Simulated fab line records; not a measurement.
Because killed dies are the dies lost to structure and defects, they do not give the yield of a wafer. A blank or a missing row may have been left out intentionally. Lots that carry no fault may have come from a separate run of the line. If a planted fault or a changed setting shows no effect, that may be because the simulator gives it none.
Which tool is to blame? | flow berkeley_cmos170 | 7 lots with 21 wafers sampled at 2 steps, on a route of 331 steps

== WHAT THE GAUGES SHOWED, per wafer ==
UCB170_CONTACT_CD_MEAS_90 targets a cd of 700 nm.
lot  | measured     | on        | cd_nm (nm)
L468 | day 7 16:49  | cd_sem-01 | 702.0 702.6 701.3
L471 | day 8 02:20  | cd_sem-01 | 700.8 701.2 699.8
L474 | day 8 16:29  | cd_sem-02 | 701.2 699.2 699.1
L486 | day 10 18:34 | cd_sem-02 | 697.3 698.9 699.5
L481 | day 10 18:50 | cd_sem-02 | 698.3 698.5 700.4
L485 | day 10 19:35 | cd_sem-01 | 698.2 699.7 700.7
L489 | day 11 12:19 | cd_sem-02 | 699.7 698.8 700.0

== WHICH TOOL RAN EACH LOT (tool, then ch and the chambers of the sampled wafers, then the start) ==
lot  | UCB170_CONTACT_ETCH_18
L468 | rie_diel-02 ch 0,2,3, day 7 16:49 or earlier
L471 | rie_diel-01 ch 0,1,3, day 8 02:20 or earlier
L474 | rie_diel-02 ch 0,1,3, day 8 16:29 or earlier
L486 | rie_diel-04 ch 0,1, day 10 18:34 or earlier
L481 | rie_diel-02 ch 2,3, day 10 18:50 or earlier
L485 | rie_diel-02 ch 2,3, day 10 19:35 or earlier
L489 | rie_diel-01 ch 1,2,3, day 11 12:19 or earlier
- UCB170_CONTACT_ETCH_18: etches PSG in CHF3/CF4/Ar, stops on TiSi2, target depth 840 nm, time 195 s.

== THE ANSWER, worked out from the rows above alone ==
Rule: usual is defined by the lots themselves. The widest of any qualifying gaps counts: lots, ordered by their means at a reading, are off when they make up no more than a third of the lots, leave a main group of 4 or more, and stand apart from it by 3 or more times the standard deviation of that group's means. Not used: any main group whose means are identical at the precision the tables above print for the reading. A lot without any number at a reading at which 4 lots or more have one is off too. All remaining lots with rows at the step are treated as sound.
Nothing can be told from this: no lot is off at any reading shown.

== WHAT THE SIMULATOR PUT IN ==
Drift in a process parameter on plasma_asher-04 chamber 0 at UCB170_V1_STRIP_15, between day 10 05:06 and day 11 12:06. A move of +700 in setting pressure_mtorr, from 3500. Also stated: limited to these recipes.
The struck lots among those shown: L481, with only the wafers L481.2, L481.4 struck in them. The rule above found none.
